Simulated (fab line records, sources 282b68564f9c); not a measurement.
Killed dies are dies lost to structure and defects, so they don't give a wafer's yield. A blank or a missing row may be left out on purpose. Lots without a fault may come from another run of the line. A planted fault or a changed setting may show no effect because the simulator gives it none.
fab line records | flow rit_cmos
record lots=14 wafers=42 last_day=7
route steps=202 shown FOX2@24 PRETRO@70 SDANNEAL@156 PSD@157 PLDD@159 M1@201
lots that met no fault: from a run of the same line without faults
start_h: hours from the record's first day to the start of the lot's first wafer shown | wait_h: hours since the lot's step before | " the same as in the row above | L1.1+2: a row that stands for several wafers | - no value, or no start given | * or withheld: withheld | < > ~ a bound
route shown NAME@n: a module of which the file shows steps, and the number in the route of the first | usual: mean/standard deviation of fault-free wafers | same: alike in all rows | chamber/n: place in a boat | sites: the reading at each site | _std_site: their standard deviation | _edge_site: outer sites' mean less inner sites' | radius_mm: how far each site lies from the wafer's centre | mask NAME#n: copy n | behind: the tool/chamber that last shaped the wafer | hold: why the lot was held/for how many hours/how that ended | device: the transistor (n, p or np) that didn't switch | end of line: the same wafers' tests at the end of the route | a step without rows: its recipe alone | killed: dies lost to structure and defects at the first sort, not the wafer's yield | map: a wafer's dies, x killed, . not, _ none there
set.NAME: the setting as run; set.NAME@STEP: as run at that earlier step | model.NAME: the simulator's own value behind a step, which no gauge read
steps of the route over a sample of lots; a table a step, a row a wafer
services: from which hour (start_h, from the record's first day; less than 0 if before it) a tool's chamber was out of use, for how many hours, and why
## steps
# step RIT_FOX2_THK_MEAS_01
# recipe reads=SiO2_of_FOX2_OXIDATION_00
# usual FOX2_OXIDE_THK=353/6.7
# columns lot.wafer tool chamber start_h wait_h FOX2_OXIDE_THK[nm]
L929.2 film_metro-04 - 18.72 0.0 343
L929.4 " - " " 337
L929.5 " - " " 337
L930.1 film_metro-01 - 23.60 0.0 345
L930.2 " - " " 350
L930.4 " - " " 351
L931.1 film_metro-01 - 28.33 0.0 360
L931.2 " - " " 356
L931.4 " - " " 364
L935.1 film_metro-03 - 48.45 0.0 356
L935.2 " - " " 352
L935.4 " - " " 351
L936.2 film_metro-04 - 54.59 0.0 353
L936.3 " - " " 360
L936.6 " - " " 362
L937.1 film_metro-03 - 59.70 0.0 352
L937.2 " - " " 353
L937.4 " - " " 355
L938.1 film_metro-04 - 63.48 0.0 353
L938.3 " - " " 357
L938.6 " - " " 354
L940.1 film_metro-03 - 73.53 0.0 355
L940.5 " - " " 359
L940.6 " - " " 363
L942.3 film_metro-04 - 83.39 0.0 371
L942.4 " - " " 366
L942.5 " - " " 363
L944.3 film_metro-03 - 94.04 0.0 357
L944.4 " - " " 349
L944.5 " - " " 348
L946.2 film_metro-03 - 103.53 0.0 348
L946.5 " - " " 352
L946.6 " - " " 347
L949.1 film_metro-03 - 123.70 0.0 350
L949.3 " - " " 345
L949.6 " - " " 350
L950.1 film_metro-04 - 125.30 0.0 349
L950.4 " - " " 347
L950.6 " - " " 351
L952.2 film_metro-01 - 138.38 0.0 359
L952.5 " - " " 353
L952.6 " - " " 359
# step RIT_PRETRO_OVL_MEAS_06
# usual PRETRO_OVL=0.4/1.5
# columns lot.wafer tool chamber start_h wait_h PRETRO_OVL[nm]
L929.2 overlay-01 - 30.72 - 0.9
L929.4 " - " " -0.2
L929.5 " - " " -0.8
L930.1 overlay-02 - 35.57 - -0.1
L930.2 " - " " -0.3
L930.4 " - " " -0.5
L931.1 overlay-01 - 40.42 - -0.5
L931.2 " - " " -0.3
L931.4 " - " " 0.3
L935.1 overlay-01 - 60.88 - 1.7
L935.2 " - " " 1.8
L935.4 " - " " 3.0
L936.2 overlay-02 - 66.69 - 2.0
L936.3 " - " " 1.3
L936.6 " - " " 1.1
L937.1 overlay-02 - 71.76 - -2.1
L937.2 " - " " 0.9
L937.4 " - " " -2.3
L938.1 overlay-01 - 75.76 - 1.4
L938.3 " - " " 0.1
L938.6 " - " " 0.7
L940.1 overlay-02 - 86.00 - -1.8
L940.5 " - " " -0.7
L940.6 " - " " -0.2
L942.3 overlay-02 - 95.74 - -0.7
L942.4 " - " " -2.5
L942.5 " - " " -1.0
L944.3 overlay-01 - 106.92 - 1.8
L944.4 " - " " 0.3
L944.5 " - " " 1.0
L946.2 overlay-02 - 116.27 - -3.0
L946.5 " - " " -1.3
L946.6 " - " " -0.9
L949.1 overlay-01 - 135.84 - 1.5
L949.3 " - " " 4.3
L949.6 " - " " 2.0
L950.1 overlay-02 - 137.83 - -0.7
L950.4 " - " " 1.2
L950.6 " - " " 1.1
L952.2 overlay-02 - 150.51 - -2.4
L952.5 " - " " -1.5
L952.6 " - " " -1.5
# step RIT_SDANNEAL_RTA_03
# recipe temp_c=1050 time_s=5 idle_temp_c=600 ramp_up_c_per_s=342 ramp_down_c_per_s=171 cool_to_c=600 ambient=N2
# usual wafer_temp_C_max=1053.5/1.1
# columns lot.wafer tool chamber start_h wait_h wafer_temp_C_max
L929.2 rtp_anneal-02 0 49.38 0.0 1054.6
L929.4 " 0 " " 1052.3
L929.5 " 0 " " 1054.7
L930.1 rtp_anneal-01 0 55.03 0.0 1053.9
L930.2 " 0 " " 1054.0
L930.4 " 0 " " 1053.2
L931.1 rtp_anneal-02 0 61.07 0.0 1053.2
L931.2 " 0 " " 1053.4
L931.4 " 0 " " 1054.3
L935.1 rtp_anneal-02 0 79.49 0.0 1052.9
L935.2 " 0 " " 1054.5
L935.4 " 0 " " 1054.4
L936.2 rtp_anneal-01 0 87.28 0.0 1055.0
L936.3 " 0 " " 1053.0
L936.6 " 0 " " 1053.4
L937.1 rtp_anneal-02 0 89.85 0.0 1051.7
L937.2 " 0 " " 1053.3
L937.4 " 0 " " 1053.5
L938.1 rtp_anneal-01 0 93.99 0.0 1053.3
L938.3 " 0 " " 1054.6
L938.6 " 0 " " 1053.3
L940.1 rtp_anneal-01 0 106.66 0.0 1052.0
L940.5 " 0 " " 1052.5
L940.6 " 0 " " 1052.8
L942.3 rtp_anneal-01 0 114.40 0.0 1056.1
L942.4 " 0 " " 1053.0
L942.5 " 0 " " 1054.7
L944.3 rtp_anneal-01 0 127.55 0.0 1055.5
L944.4 " 0 " " 1054.7
L944.5 " 0 " " 1052.3
L946.2 rtp_anneal-01 0 137.01 0.0 1052.7
L946.5 " 0 " " 1055.8
L946.6 " 0 " " 1053.8
L949.1 rtp_anneal-01 0 158.22 0.0 1052.9
L949.3 " 0 " " 1052.5
L949.6 " 0 " " 1053.3
L950.1 rtp_anneal-02 0 158.33 0.0 1053.8
L950.4 " 0 " " 1052.6
L950.6 " 0 " " 1053.5
L952.2 rtp_anneal-02 0 171.30 0.0 1054.9
L952.5 " 0 " " 1053.9
L952.6 " 0 " " 1053.4
# step RIT_SDANNEAL_RS_MEAS_04
# recipe thk_meas_gauge=four-point-probe
# usual PSD_RS=115.95/0.26
# columns lot.wafer tool chamber start_h wait_h PSD_RS[ohm/sq]
L929.2 film_metro-02 - 49.45 0.1 115.77
L929.4 " - " " 116.07
L929.5 " - " " 116.21
L930.1 film_metro-01 - 55.09 0.0 115.99
L930.2 " - " " 116.00
L930.4 " - " " 115.90
L931.1 film_metro-03 - 61.13 0.0 116.05
L931.2 " - " " 115.82
L931.4 " - " " 115.73
L935.1 film_metro-01 - 79.55 0.0 119.12
L935.2 " - " " 118.43
L935.4 " - " " 118.46
L936.2 film_metro-01 - 87.34 0.1 116.04
L936.3 " - " " 115.89
L936.6 " - " " 115.86
L937.1 film_metro-03 - 89.91 0.0 118.70
L937.2 " - " " 118.28
L937.4 " - " " 118.12
L938.1 film_metro-01 - 94.04 0.0 116.51
L938.3 " - " " 116.11
L938.6 " - " " 116.12
L940.1 film_metro-02 - 106.72 0.0 115.88
L940.5 " - " " 116.22
L940.6 " - " " 116.21
L942.3 film_metro-01 - 114.47 0.1 115.57
L942.4 " - " " 115.93
L942.5 " - " " 115.74
L944.3 film_metro-02 - 127.63 0.1 115.82
L944.4 " - " " 115.74
L944.5 " - " " 115.70
L946.2 film_metro-02 - 137.08 0.1 115.55
L946.5 " - " " 115.71
L946.6 " - " " 115.43
L949.1 film_metro-03 - 158.28 0.0 115.55
L949.3 " - " " 115.94
L949.6 " - " " 115.55
L950.1 film_metro-02 - 158.38 0.0 115.75
L950.4 " - " " 115.70
L950.6 " - " " 116.18
L952.2 film_metro-01 - 171.36 0.1 116.16
L952.5 " - " " 115.72
L952.6 " - " " 115.97
# step RIT_SDANNEAL_RS_MEAS_06
# recipe thk_meas_gauge=four-point-probe
# usual PLDD_RS=178.6/0.46
# columns lot.wafer tool chamber start_h wait_h PLDD_RS[ohm/sq]
L929.2 film_metro-02 - 49.69 0.1 178.0
L929.4 " - " " 178.6
L929.5 " - " " 179.0
L930.1 film_metro-01 - 55.33 0.1 178.5
L930.2 " - " " 178.7
L930.4 " - " " 177.7
L931.1 film_metro-03 - 61.37 0.1 178.8
L931.2 " - " " 178.0
L931.4 " - " " 178.0
L935.1 film_metro-01 - 79.79 0.1 181.8
L935.2 " - " " 180.6
L935.4 " - " " 181.0
L936.2 film_metro-01 - 87.58 0.1 178.8
L936.3 " - " " 178.2
L936.6 " - " " 178.5
L937.1 film_metro-03 - 90.15 0.1 181.6
L937.2 " - " " 181.7
L937.4 " - " " 182.1
L938.1 film_metro-01 - 94.28 0.1 179.6
L938.3 " - " " 179.4
L938.6 " - " " 178.9
L940.1 film_metro-02 - 106.96 0.1 178.5
L940.5 " - " " 178.7
L940.6 " - " " 178.4
L942.3 film_metro-01 - 114.71 0.1 178.0
L942.4 " - " " 179.0
L942.5 " - " " 178.6
L944.3 film_metro-02 - 127.87 0.1 178.9
L944.4 " - " " 178.4
L944.5 " - " " 178.8
L946.2 film_metro-02 - 137.32 0.1 177.3
L946.5 " - " " 177.5
L946.6 " - " " 177.4
L949.1 film_metro-03 - 158.52 0.1 178.4
L949.3 " - " " 178.8
L949.6 " - " " 178.4
L950.1 film_metro-02 - 158.62 0.1 178.6
L950.4 " - " " 178.8
L950.6 " - " " 178.3
L952.2 film_metro-01 - 171.60 0.1 179.1
L952.5 " - " " 178.6
L952.6 " - " " 178.9
# step RIT_M1_BOW_MEAS_16
# recipe mode=bow
# usual M1_BOW=17/6.9
# columns lot.wafer tool chamber start_h wait_h M1_BOW[um]
L929.2 film_metro-03 - 56.93 0.0 17
L929.4 " - " " 25
L929.5 " - " " 24
L930.1 film_metro-03 - 63.48 0.0 18
L930.2 " - " " 18
L930.4 " - " " 21
L931.1 film_metro-01 - 68.46 0.0 25
L931.2 " - " " 24
L931.4 " - " " 18
L935.1 film_metro-03 - 87.14 0.0 8
L935.2 " - " " 14
L935.4 " - " " 19
L936.2 film_metro-02 - 94.78 0.0 21
L936.3 " - " " -4
L936.6 " - " " 29
L937.1 film_metro-03 - 98.55 0.0 22
L937.2 " - " " 13
L937.4 " - " " 23
L938.1 film_metro-03 - 101.43 0.0 13
L938.3 " - " " 23
L938.6 " - " " 24
L940.1 film_metro-02 - 114.84 0.0 15
L940.5 " - " " 29
L940.6 " - " " 34
L942.3 film_metro-01 - 125.24 0.0 21
L942.4 " - " " 6
L942.5 " - " " 9
L944.3 film_metro-03 - 135.79 0.0 7
L944.4 " - " " 11
L944.5 " - " " 17
L946.2 film_metro-01 - 144.50 0.0 23
L946.5 " - " " 31
L946.6 " - " " 16
L949.1 film_metro-01 - 165.56 0.0 12
L949.3 " - " " 26
L949.6 " - " " 10
L950.1 film_metro-03 - 166.25 0.0 24
L950.4 " - " " 19
L950.6 " - " " 13
L952.2 film_metro-01 - 178.53 0.0 13
L952.5 " - " " 16
L952.6 " - " " 13
# step RIT_M1_PROBE_99
# usual killed_at_M0_to_M3=0.0/0.19 killed_at_contacts=0.1/0.27 killed_at_front_end=6.4/2.9 killed_dies=6.5/3 killed_open=3.3/1.9 killed_short=3.2/1.7
# same gross_dies=264 killed_at_M4_up=0 killed_at_back_side=0 killed_at_other=0
# columns lot.wafer tool chamber start_h wait_h killed_at_M0_to_M3 killed_at_contacts killed_at_front_end killed_dies killed_open killed_short
L938.1 prober-01 - 101.55 0.1 0 0 5 5 3 2
L938.3 prober-01 - 101.65 0.2 0 0 4 4 2 2
L938.6 prober-01 - 101.80 0.2 0 0 4 4 2 2
L940.1 prober-01 - 114.96 0.1 0 0 5 5 4 1
L940.5 prober-01 - 115.16 0.2 0 0 5 5 1 4
L940.6 prober-01 - 115.21 0.2 0 0 8 8 4 4
L944.3 prober-01 - 135.97 0.2 0 0 7 7 4 3
L944.4 prober-01 - 136.02 0.2 0 0 5 5 2 3
L944.5 prober-01 - 136.07 0.2 0 0 3 3 1 2
# killed by level:class
L938.1 SILICIDE:geometric_particle:open=3 SILICIDE:geometric_particle:short=2
L938.3 FOX1:geometric_particle:open=1 GATE:geometric_particle:short=1 SPACER:geometric_particle:short=1 SPACER:geometric_particle:open=1
L938.6 GATE:geometric_particle:short=2 FOX1:geometric_particle:open=1 GATE:geometric_particle:open=1
L940.1 GATE:geometric_particle:open=2 SPACER:geometric_particle:open=1 SPACER:geometric_particle:short=1 SILICIDE:geometric_particle:open=1
L940.5 GATE:geometric_particle:short=2 REOX:geometric_particle:open=1 SPACER:geometric_particle:short=1 SILICIDE:geometric_particle:short=1
L940.6 GATE:geometric_particle:short=2 SPACER:geometric_particle:open=2 GATE:geometric_particle:open=1 REOX:geometric_particle:open=1 SPACER:geometric_particle:short=1 SILICIDE:geometric_particle:short=1
L944.3 FOX1:geometric_particle:open=2 GATE:geometric_particle:open=2 FOX2:geometric_particle:short=1 GATE:geometric_particle:short=1 SPACER:geometric_particle:short=1
L944.4 GATE:geometric_particle:short=2 FOX1:geometric_particle:open=1 GATE:geometric_particle:open=1 SPACER:geometric_particle:short=1
L944.5 GATE:geometric_particle:short=1 REOX:geometric_particle:short=1 SPACER:geometric_particle:open=1
## services
# columns tool chamber start_h hours kind
rtp_anneal-02 - 143.50 1.0 pm
## key
first_sign step=RIT_SDANNEAL_RS_MEAS_04 reading=PSD_RS direction=up sigmas=9.7 usual=115.95 struck=118.52
effect step=RIT_SDANNEAL_RS_MEAS_06 reading=PLDD_RS direction=up sigmas=6.2 usual=178.6 struck=181.5
met_at RIT_SDANNEAL_RTA_03
struck_lots L935,L937
tester_left_out L935,L937
not_acting_at RIT_FOX2_THK_MEAS_01,RIT_PRETRO_OVL_MEAS_06,RIT_M1_BOW_MEAS_16
onset_between 61.07 79.49
fault kind=process_parameter_drift tool=rtp_anneal-02 chamber=- onset_h=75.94 steps=RIT_SDANNEAL_RTA_03 channel=time_s offset=* shape=step end_h=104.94 acts_in=* stated=*
# tester_left_out: of these lots the tester's yield and bins aren't shown, on N5 and GAA mostly nor the transistor test; their killed dies are dies lost to structure and defects alone, not to doping, threshold or leakage, so they don't give the yield
